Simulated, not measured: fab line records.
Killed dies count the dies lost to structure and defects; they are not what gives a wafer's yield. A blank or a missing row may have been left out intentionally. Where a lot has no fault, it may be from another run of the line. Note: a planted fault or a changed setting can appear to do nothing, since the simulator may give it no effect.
Lot-split experiment	flow berkeley cmos170	23 wafers read from 5 lots, route of 331 steps

== ABOUT THE SPLIT ==
At UCB170_PWELL_CVD_05 (deposits Si3N4 from SiH2Cl2/NH3, target thk 220 nm, time 3300 s), the setting time s was moved away from the recipe's 3300 s on 10 of the 23 wafers read, by -14.2% to +9.6%. For the rest of the wafers, this setting stayed at what the recipe calls for.

== FROM THE SPLIT TO THE READING: what the file shows between them, 4 steps ==
- UCB170_PWELL_THK_MEAS_06
- UCB170_PWELL_HMDS_07: prime time 60 s
- UCB170_PWELL_COAT_08: resist thk 900 nm
- UCB170_PWELL_DEVELOP_12: develop time 45 s

== THE READING ==
oes product au, in a.u., at UCB170_PWELL_ETCH_14 (etches Si3N4 in CH3F/Ar/O2, stops on SiO2, target depth 242 nm, time 151 s). Fault-free wafers of this fab line usually give 0.936 a.u., standard deviation 0.01 a.u.

wafer	tool, chamber at the split	time s as run, s	against the recipe	oes product au, a.u.	against lot-mates on the recipe
L075.1	-, -	3300	recipe	0.933	-
L075.2	-, -	3300	recipe	0.948	-
L075.3	-, -	3300	recipe	0.947	-
L075.4	-, -	3300	recipe	0.929	-
L075.5	-, -	3300	recipe	0.940	-
L077.2	lpcvd-02, 1	3300	recipe	0.949	-
L077.4	lpcvd-02, 1	3300	recipe	0.939	-
L077.5	lpcvd-02, 1	3300	recipe	0.921	-
L076.1	-, -	3300	recipe	0.947	-
L076.2	-, -	3300	recipe	0.948	-
L076.3	-, -	3300	recipe	0.927	-
L076.4	-, -	3300	recipe	0.925	-
L076.5	-, -	3300	recipe	0.922	-
L078.2	-, -	2833	-14.2%	0.842	no lot-mate on the recipe
L078.3	-, -	2833	-14.2%	0.844	no lot-mate on the recipe
L078.4	-, -	2833	-14.2%	0.853	no lot-mate on the recipe
L078.5	-, -	2833	-14.2%	0.845	no lot-mate on the recipe
L078.6	-, -	2833	-14.2%	0.862	no lot-mate on the recipe
L083.1	-, -	3618	+9.6%	0.967	no lot-mate on the recipe
L083.2	-, -	3618	+9.6%	0.983	no lot-mate on the recipe
L083.4	-, -	3618	+9.6%	0.984	no lot-mate on the recipe
L083.5	-, -	3618	+9.6%	0.986	no lot-mate on the recipe
L083.6	-, -	3618	+9.6%	0.978	no lot-mate on the recipe

THE FIT
A straight line over all 23 wafers: oes product au changes by +0.00557 a.u. for each +1% of time s; r = +0.97; the points scatter about the line by 0.011 a.u.
Too few moved wafers with a lot-mate on the recipe to fit a line net of each lot's own level.

== THE WHOLE CHAIN: every reading that the file lists as answering this split, in the file's order ==
step	what it does	reading	change (the file's fit)	r (the file's)
UCB170_PWELL_CVD_05	deposits Si3N4 from SiH2Cl2/NH3, target thk 220 nm, time 3300 s	Si3N4_of_PWELL_CVD_05.thk nm (the simulator's own value, which no gauge read)	+2.29 nm for each +1% of the setting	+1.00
UCB170_PWELL_THK_MEAS_06		PWELL_NITRIDE_THK	+2.29 for each +1% of the setting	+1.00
UCB170_PWELL_ETCH_14	etches Si3N4 in CH3F/Ar/O2, stops on SiO2, target depth 242 nm, time 151 s	oes product au	+0.00558 a.u. for each +1% of the setting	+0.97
UCB170_PWELL_ETCH_14	etches Si3N4 in CH3F/Ar/O2, stops on SiO2, target depth 242 nm, time 151 s	etch.depth nm (the simulator's own value, which no gauge read)	+2.19 nm for each +1% of the setting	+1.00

== THE FILE'S OWN FIT ==
oes product au changes by +0.00558 a.u. for each +1% of time s, r = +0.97.
